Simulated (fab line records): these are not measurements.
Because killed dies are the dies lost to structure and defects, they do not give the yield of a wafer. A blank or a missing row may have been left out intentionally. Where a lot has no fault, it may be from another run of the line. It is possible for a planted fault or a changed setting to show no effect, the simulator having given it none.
A struck lot beside a sound one + flow berkeley cmos170 + 22 out of 331 route steps
Sound: wafers L662.2, L662.5, L662.6. Struck: wafers L666.4, L666.5, L666.6. At the end, the cause is stated.
For every step that has rows: the tool of each side, followed by ch and its chambers, followed by its first start. Under that, the readings that differ: sound wafers + struck wafers + difference of the means + sigmas: that difference in standard deviations of wafers without a fault.
alike: a reading whose means differ by less than 2 such deviations, as well as words and numbers matching on both sides. not compared: withheld readings; readings where some wafer has no value; bounds like >300 that might hide an equal value; numbers whose values overlap and for which the record gives no deviation.
Wherever a step has rows on one side only, a row that says differs or no value, or a row with sigmas, the two part there. Non-overlapping numbers with no deviation appear without sigmas and do not part them. A reading missing from all wafers of one side parts the sides only when that side holds two or more wafers.

first, 6 steps without rows for these wafers: UCB170_ZERO_HMDS_00 (prime time 60 s); UCB170_ZERO_COAT_01 (resist thk 900 nm); UCB170_ZERO_SOFTBAKE_02 (time 60 s); UCB170_ZERO_EXPOSE_03 (exposes mask PM MARKS, target cd 4000 nm); UCB170_ZERO_PEB_04; UCB170_ZERO_DEVELOP_05 (develop time 45 s).
UCB170_ZERO_ETCH_06: etches SiO2 in CHF3/CF4/Ar, time 12 s.
  sound on rie diel-01 ch 0,3, day 2 18:11; struck on rie diel-01 ch 0,2,3, day 3 20:43
  alike: drypump motor current A, oes product au, throttle valve pct
  not compared: rf hours counter h
UCB170_ZERO_STRIP_07: strips in O2.
  sound on plasma asher-02 ch 0,1, day 2 18:13; struck on plasma asher-01 ch 0,1, day 3 20:46
  alike: drypump motor current A, oes product au, strip time to endpoint s
  not compared: rf hours counter h
then, 2 steps without rows for these wafers: UCB170_NWELL_WET_ETCH_00 (etches SiO2 in dHF, time 200 s); UCB170_NWELL_OXIDATION_01 (target thk 26.4 nm, ox time 1260 s).
UCB170_NWELL_THK_MEAS_02:
  sound on film metro-04 at day 2 19:51; struck on film metro-03 at day 4 01:30
| reading              | sound          | struck         | difference | sigmas |
|----------------------|----------------|----------------|------------|--------|
| NWELL_OXIDE_THK (nm) | 25.9 26.0 25.9 | 27.6 27.0 27.2 | +1.3       | +3     |
then, 1 step without rows for these wafers: UCB170_NWELL_ANNEAL_03 (time 900 s).
UCB170_NWELL_CVD_04: deposits Si3N4 from SiH2Cl2/NH3, target thk 224 nm, time 3360 s.
  sound on lpcvd-01 ch 1, day 2 22:25; struck on lpcvd-01 ch 1, day 4 05:31
| reading                                 | sound             | struck            | difference | sigmas |
|-----------------------------------------|-------------------|-------------------|------------|--------|
| sih2cl2 flow sccm (sccm)                | 25.03 25.04 25.09 | 30.02 30.05 29.95 | +4.95      | +59    |
| model.Si3N4_of_NWELL_CVD_04.thk nm (nm) | 222.3 223.4 223.3 | 235.7 237.1 236.7 | +13.5      |        |
  alike: susceptor temp C, zone power centre pct
UCB170_NWELL_THK_MEAS_05:
  sound on film metro-03 at day 3 00:21; struck on film metro-04 at day 4 07:43
| reading                | sound             | struck            | difference | sigmas |
|------------------------|-------------------|-------------------|------------|--------|
| NWELL_NITRIDE_THK (nm) | 222.2 223.4 223.2 | 235.5 237.1 236.8 | +13.5      | +7     |
  not compared: hold
then, 5 steps without rows for these wafers: UCB170_NWELL_COAT_07 (resist thk 900 nm); UCB170_NWELL_SOFTBAKE_08 (time 60 s); UCB170_NWELL_EXPOSE_09 (exposes mask NWELL, target cd 3000 nm); UCB170_NWELL_PEB_10; UCB170_NWELL_DEVELOP_11 (develop time 45 s).
UCB170_NWELL_OVL_MEAS_12:
  sound on overlay-02 at day 3 01:53; struck on overlay-01 at day 4 10:28
  alike: NWELL_OVL
UCB170_NWELL_ETCH_13: etches Si3N4 in CH3F/Ar/O2, stops on SiO2, target depth 246.4 nm, time 154 s.
  sound on rie diel-02 ch 0,1,3, day 3 01:55; struck on rie diel-02 ch 0,3, day 4 10:29
| reading                  | sound             | struck            | difference | sigmas |
|--------------------------|-------------------|-------------------|------------|--------|
| model.etch.depth nm (nm) | 222.3 223.4 223.3 | 235.7 237.1 236.7 | +13.5      |        |
  alike: drypump motor current A, oes product au, throttle valve pct
  not compared: rf hours counter h
following that, these wafers have no rows for 1 step: UCB170_NWELL_IMPLANT_14.

## WHERE THEY PART
Last at UCB170_NWELL_THK_MEAS_05 as far as this record goes, first at UCB170_NWELL_THK_MEAS_02. Later steps at which nothing parts them and some readings are alike: UCB170_NWELL_OVL_MEAS_12, UCB170_NWELL_ETCH_13.

WHY: what had been put in by the simulator
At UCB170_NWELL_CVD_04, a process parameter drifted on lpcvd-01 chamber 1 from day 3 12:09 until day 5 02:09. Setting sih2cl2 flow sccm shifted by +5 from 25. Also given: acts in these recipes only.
